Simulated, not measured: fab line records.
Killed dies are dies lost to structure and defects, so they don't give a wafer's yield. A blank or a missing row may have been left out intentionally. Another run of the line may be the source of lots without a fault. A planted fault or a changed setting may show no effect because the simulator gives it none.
Struck lot and sound lot, side by side ; flow ritCmos ; 19 out of 202 route steps
Sound: wafers L632.1, L632.3, L632.4. Struck: wafers L646.1, L646.2, L646.3. At the end, the cause is stated.
For every step that has rows: the tool of each side, followed by ch and its chambers, followed by its first start. Under that, the readings that differ: sound wafers ; struck wafers ; difference of the means ; sigmas: that difference in standard deviations of wafers without a fault.
alike: words and numbers the same on both sides, and readings whose means are apart by under 2 such deviations; not compared: readings that were withheld, readings missing a value for some wafer, numbers with overlapping values and no deviation given by the record, and bounds like >300 which may hide the same value.
The two part at a step that has a row with sigmas, a row that says differs or no value, or rows on one side only. Numbers that don't overlap but have no deviation are shown without sigmas and don't part them. A reading missing from all wafers of one side parts the sides only when that side holds two or more wafers.

first, 1 step without rows for these wafers: RIT_SILICIDE_WET_ETCH_00 (etches SiO2 in BOE, target depth 14 nm, time 15 s).
RIT_SILICIDE_SPUTTER_01: material Ti, target thk 30 nm, time 240 s.
  sound: pvdSputter-02 at day 3 06:08; struck: pvdSputter-02 at day 6 00:54
  alike: throttleValvePct
RIT_SILICIDE_RS_MEAS_02: uses a four-point probe to measure.
  sound: filmMetro-04 at day 3 06:17; struck: filmMetro-04 at day 6 01:04
  alike: SILICIDE_TI_RS
RIT_SILICIDE_THK_MEAS_03: measures by xrf.
  sound: filmMetro-04 at day 3 06:24; struck: filmMetro-04 at day 6 01:11
  alike: SILICIDE_TI_THK
RIT_SILICIDE_RTA_04: time 10 s, ramp up 5 s, ramp down 5 s.
  sound on rtpAnneal-02 ch 0, day 3 06:28; struck on rtpAnneal-01 ch 0, day 6 01:14
reading;sound;struck;difference;sigmas
wafer_temp_C_max;651.9 651.7 652.4;654.2 655.3 654.8;+2.8;+2
then, 1 step without rows for these wafers: RIT_SILICIDE_WET_ETCH_05 (etches Ti in SPM, time 120 s).
RIT_SILICIDE_RTA_06: time 10 s, ramp up 5 s, ramp down 10 s.
  sound on rtpAnneal-02 ch 0, day 3 06:35; struck on rtpAnneal-02 ch 0, day 6 01:22
  alike: wafer_temp_C_max
RIT_CONTACT_CVD_00: deposits SiO2 from TEOS, target thk 400 nm, time 61 s.
  sound on pecvd-03 ch 0,1,2, day 3 06:39; struck on pecvd-01 ch 0,2, day 6 01:26
reading;sound;struck;difference;sigmas
heaterPowerW (W);358 317 299;374 454 452;+102;+2
RIT_CONTACT_THK_MEAS_01:
  sound: filmMetro-03 at day 3 06:42; struck: filmMetro-03 at day 6 01:30
  alike: CONTACT_TEOS_THK
then, 3 steps without rows for these wafers: RIT_CONTACT_HMDS_02 (prime time 60 s); RIT_CONTACT_COAT_03 (resist thk 1000 nm); RIT_CONTACT_SOFTBAKE_04 (time 60 s).
RIT_CONTACT_EXPOSE_05: exposes mask M11, target cd 1000 nm.
  sound on ilineStepper-01 ch 0, day 3 07:20; struck on ilineStepper-01 ch 0, day 6 02:01
reading;sound;struck;difference;sigmas
model.CONTACT.overlayXNm (nm);0.5247 0.5247 0.5247;241.2 241.2 241.2;+240.7;
  alike: mask
then, 2 steps without rows for these wafers: RIT_CONTACT_PEB_06; RIT_CONTACT_DEVELOP_07 (develop time 125.5 s).
RIT_CONTACT_CD_MEAS_08: the cd target is 1000 nm.
  sound: cdSem-01 at day 3 07:51; struck: cdSem-01 at day 6 02:32
  alike: cdNm
RIT_CONTACT_OVL_MEAS_09:
  sound: overlay-02 at day 3 07:58; struck: overlay-02 at day 6 02:39
reading;sound;struck;difference;sigmas
CONTACT_OVL (nm);1.1 3.0 -0.5;240.5 242.0 239.4;+239.4;+99 or more
then, 1 step without rows for these wafers: RIT_CONTACT_HARDBAKE_10 (time 60 s).
RIT_M1_PROBE_99:
  sound: prober-02 at day 3 13:10; struck: prober-02 at day 6 08:26
reading;sound;struck;difference;sigmas
model.etest.nmos_0p15.junctionLog10AUm;-13.61 -13.6 -13.34;-12.32 -12.39 -12.53;+1.10;
model.etest.contactToGate.overLimit;0 0 0;1 1 1;+1;
model.etest.contactToGate.short;0 0 0;1 1 1;+1;
model.etest.nmosNarrow.offLog10AUm;-13.14 -13.23 -13.26;-12.29 -12.37 -12.48;+0.83;
model.etest.gateEndArray.leakLog10AUm;-12.88 -13.01 -13.24;-12.13 -12.11 -12.18;+0.90;
model.etest.nmos_0p3.offLog10AUm;-13.01 -13.08 -13.32;-12.26 -12.32 -12.43;+0.80;
model.etest.pmos_0p15.junctionLog10AUm;-13.95 -13.77 -13.76;-13.21 -13.25 -13.38;+0.55;
model.etest.contactDiodeArray.leakLog10A (angstrom);-9.235 -9.302 -9.389;-8.893 -9.001 -8.953;+0.360;
  alike: killed_at_M0_to_M3, killedAtContacts, killedAtFrontEnd, killedDies, killedOnRim, killedOpen, killedShort

## WHERE THEY PART
Last at RIT_CONTACT_OVL_MEAS_09 as far as this record goes, first at RIT_SILICIDE_RTA_04. Later steps at which nothing parts them and some readings are alike: RIT_M1_PROBE_99.

WHY: what had been put in by the simulator
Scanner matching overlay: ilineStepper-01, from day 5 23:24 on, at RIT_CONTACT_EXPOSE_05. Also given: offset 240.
